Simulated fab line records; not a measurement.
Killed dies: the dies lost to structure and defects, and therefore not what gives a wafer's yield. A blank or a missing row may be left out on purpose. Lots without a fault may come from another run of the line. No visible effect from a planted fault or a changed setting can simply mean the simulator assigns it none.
A lot that was struck, set against a sound lot || flow rit cmos || 44 steps out of a route of 202
Sound: these wafers, L459.2, L459.3, L459.5. Wafers struck: L465.1, L465.4, L465.6. At the end, the cause is stated.
Per side, at each step with rows, come the tool, then ch with its chambers, and then its first start. Under that, the readings that differ: sound wafers || struck wafers || difference of the means || sigmas: that difference in standard deviations of wafers without a fault.
alike: readings with means less than 2 such deviations apart, plus words and numbers identical on both sides. not compared: withheld readings, readings lacking a value on some wafer, bounds such as >300 that could conceal the same value, and numbers that have no deviation in the record and whose values overlap.
A row with sigmas, a row that says differs or no value, or rows on one side alone: a step with any of these is where the two part. Numbers that don't overlap but have no deviation are shown without sigmas and don't part them. Lack of a reading on every wafer of one side parts them only where that side has two or more wafers.

first, 4 steps without rows for these wafers: RIT_PLDD_SOFTBAKE_02 (time 60 s); RIT_PLDD_EXPOSE_03 (exposes mask M8, target cd 40900 nm); RIT_PLDD_PEB_04; RIT_PLDD_DEVELOP_05 (develop time 50 s).
RIT_PLDD_OVL_MEAS_06:
  sound on overlay-02 at day 5 03:39; struck on overlay-01 at day 6 12:11
  alike: PLDD_OVL
then, 2 steps without rows for these wafers: RIT_PLDD_HARDBAKE_07 (time 60 s); RIT_PLDD_IMPLANT_08.
RIT_PLDD_STRIP_09: strips in O2, time 180 s.
  sound on plasma asher-03 ch 0,1, day 5 03:59; struck on plasma asher-03 ch 0,1, day 6 12:37
  alike: drypump motor current A
  not compared: rf hours counter h
RIT_PLDD_TW_MEAS_10:
  sound on film metro-03 at day 5 04:10; struck on film metro-03 at day 6 12:47
  alike: PLDD_TW
then, 3 steps without rows for these wafers: RIT_SPACER_CLEAN_00 (cleans in SC1, time 600 s); RIT_SPACER_CLEAN_01 (cleans in dHF, time 30 s); RIT_SPACER_CLEAN_02 (cleans in SC2, time 600 s).
RIT_SPACER_CVD_03: deposits Si3N4 from SiH2Cl2/NH3, target thk 250 nm, time 3300 s.
  sound on lpcvd-01 ch 1, day 5 04:45; struck on lpcvd-01 ch 0, day 6 13:15
{"reading": "model.Si3N4_of_SPACER_CVD_03.thk nm (nm)", "sound": "253 251.8 252.7", "struck": "101.3 101.9 103.1", "difference": -150.4, "sigmas": ""}
  alike: pressure mtorr, zone power source pct
RIT_SPACER_THK_MEAS_04:
  sound on film metro-03 at day 5 06:41; struck on film metro-04 at day 6 15:10
{"reading": "SPACER_NITRIDE_THK (nm)", "sound": "252.9 251.6 252.8", "struck": "101.3 101.9 103.1", "difference": -150.3, "sigmas": -63}
RIT_SPACER_ETCHBACK_05: etches Si3N4 in SF6/CHF3, stops on SiO2, target depth 250 nm, time 240 s.
  sound on rie diel-02 ch 0,1,3, day 5 06:44; struck on rie diel-01 ch 0,2,3, day 6 15:13
{"reading": "oes product au (a.u.)", "sound": "0.850 0.841 0.862", "struck": "0.479 0.469 0.500", "difference": -0.368, "sigmas": -25}
{"reading": "model.etch.depth nm (nm)", "sound": "253 251.8 252.7", "struck": "101.3 101.9 103.1", "difference": -150.4, "sigmas": ""}
  alike: drypump motor current A, throttle valve pct
  not compared: rf hours counter h
then, 2 steps without rows for these wafers: RIT_NSD_HMDS_00 (prime time 60 s); RIT_NSD_COAT_01 (resist thk 1000 nm).
RIT_NSD_SOFTBAKE_02: time 61.69 s.
  sound on litho track-04 ch 0, day 5 07:13; struck on litho track-01 ch 0, day 6 15:40
  alike: heater power total W, plate sensor t centre C, plate sensor t edge C
then, 3 steps without rows for these wafers: RIT_NSD_EXPOSE_03 (exposes mask M9, target cd 40700 nm); RIT_NSD_PEB_04; RIT_NSD_DEVELOP_05 (develop time 50 s).
RIT_NSD_OVL_MEAS_06:
  sound on overlay-01 at day 5 07:52; struck on overlay-02 at day 6 16:13
  alike: NSD_OVL
then, 2 steps without rows for these wafers: RIT_NSD_HARDBAKE_07 (time 60 s); RIT_NSD_IMPLANT_08.
RIT_NSD_STRIP_09: strips in O2, time 180 s.
  sound on plasma asher-01 ch 0,1, day 5 08:11; struck on plasma asher-04 ch 0, day 6 16:34
  alike: drypump motor current A
  not compared: rf hours counter h
RIT_NSD_TW_MEAS_10:
  sound on film metro-02 at day 5 08:23; struck on film metro-03 at day 6 16:44
  alike: NSD_TW
then, 6 steps without rows for these wafers: RIT_PSD_HMDS_00 (prime time 60 s); RIT_PSD_COAT_01 (resist thk 1000 nm); RIT_PSD_SOFTBAKE_02 (time 60 s); RIT_PSD_EXPOSE_03 (exposes mask M10, target cd 40900 nm); RIT_PSD_PEB_04; RIT_PSD_DEVELOP_05 (develop time 50 s).
RIT_PSD_OVL_MEAS_06:
  sound on overlay-02 at day 5 09:19; struck on overlay-01 at day 6 17:50
{"reading": "PSD_OVL (nm)", "sound": "-0.5 2.6 0.7", "struck": "-3.0 -2.2 -1.7", "difference": -3.2, "sigmas": -2}
then, 2 steps without rows for these wafers: RIT_PSD_HARDBAKE_07 (time 60 s); RIT_PSD_IMPLANT_08.
RIT_PSD_STRIP_09: strips in O2, time 180 s.
  sound on plasma asher-04 ch 0,1, day 5 09:38; struck on plasma asher-01 ch 0,1, day 6 18:11
  alike: drypump motor current A
  not compared: rf hours counter h
RIT_PSD_TW_MEAS_10:
  sound on film metro-02 at day 5 09:49; struck on film metro-04 at day 6 18:21
  alike: PSD_TW
then, 3 steps without rows for these wafers: RIT_SDANNEAL_CLEAN_00 (cleans in SC1, time 600 s); RIT_SDANNEAL_CLEAN_01 (cleans in dHF, time 30 s); RIT_SDANNEAL_CLEAN_02 (cleans in SC2, time 600 s).
RIT_SDANNEAL_RTA_03: time 5 s.
  sound on rtp anneal-01 ch 0, day 5 10:16; struck on rtp anneal-01 ch 0, day 6 18:47
  alike: wafer_temp_C_max
RIT_SDANNEAL_RS_MEAS_04: the measuring method here is four-point-probe.
  sound on film metro-03 at day 5 10:20; struck on film metro-03 at day 6 18:50
{"reading": "PSD_RS (ohm/sq)", "sound": "115.41 115.80 116.01", "struck": "115.11 114.75 114.35", "difference": -1.00, "sigmas": -3}
RIT_SILICIDE_WET_ETCH_00: etches SiO2 in BOE, target depth 14 nm, time 15 s.
  sound on wet bench-03 ch 0, day 5 10:47; struck on wet bench-03 ch 3, day 6 19:19
{"reading": "model.Si3N4_of_SPACER_CVD_03.thk nm (nm)", "sound": "196.8 197.7 198", "struck": "78.78 78.44 78.91", "difference": -118.79, "sigmas": ""}
  alike: bath heat duty pct
RIT_M1_PROBE_99:
  sound on prober-01 at day 5 18:55; struck on prober-01 at day 7 02:36
{"reading": "model.etest.nplus sal.width nm (nm)", "sound": "3418 3403 3419", "struck": "3656 3678 3668", "difference": "+254", "sigmas": ""}
{"reading": "model.etest.pplus sal.width nm (nm)", "sound": "3422 3392 3412", "struck": "3649 3668 3641", "difference": "+244", "sigmas": ""}
{"reading": "model.etest.nldd.width nm (nm)", "sound": "3143 3117 3147", "struck": "3353 3330 3336", "difference": "+204", "sigmas": ""}
{"reading": "model.etest.pldd.width nm (nm)", "sound": "3139 3145 3113", "struck": "3349 3339 3346", "difference": "+212", "sigmas": ""}
{"reading": "model.etest.pldd.rs ohm sq", "sound": "497 470 475.5", "struck": "457.2 281.9 193.4", "difference": -170.0, "sigmas": ""}
{"reading": "model.etest.nldd.rs ohm sq", "sound": "385.6 372.7 378.1", "struck": "315.4 200.3 148.8", "difference": -157.3, "sigmas": ""}
{"reading": "model.etest.pwell pinched.rs ohm sq", "sound": "453.3 440.3 446.4", "struck": "555.3 565.1 584.7", "difference": "+121.7", "sigmas": ""}
{"reading": "model.etest.nwell pinched.rs ohm sq", "sound": "338.2 337.4 333.9", "struck": "432.4 443.9 447.4", "difference": "+104.7", "sigmas": ""}
  alike: killed_at_M0_to_M3, killed at front end, killed dies, killed on rim, killed open, killed short

## WHERE THEY PART
First at RIT_SPACER_THK_MEAS_04; last, within this record, at RIT_SDANNEAL_RS_MEAS_04. Later steps at which nothing parts them and some readings are alike: RIT_SILICIDE_WET_ETCH_00, RIT_M1_PROBE_99.

WHY: whatever the simulator had introduced
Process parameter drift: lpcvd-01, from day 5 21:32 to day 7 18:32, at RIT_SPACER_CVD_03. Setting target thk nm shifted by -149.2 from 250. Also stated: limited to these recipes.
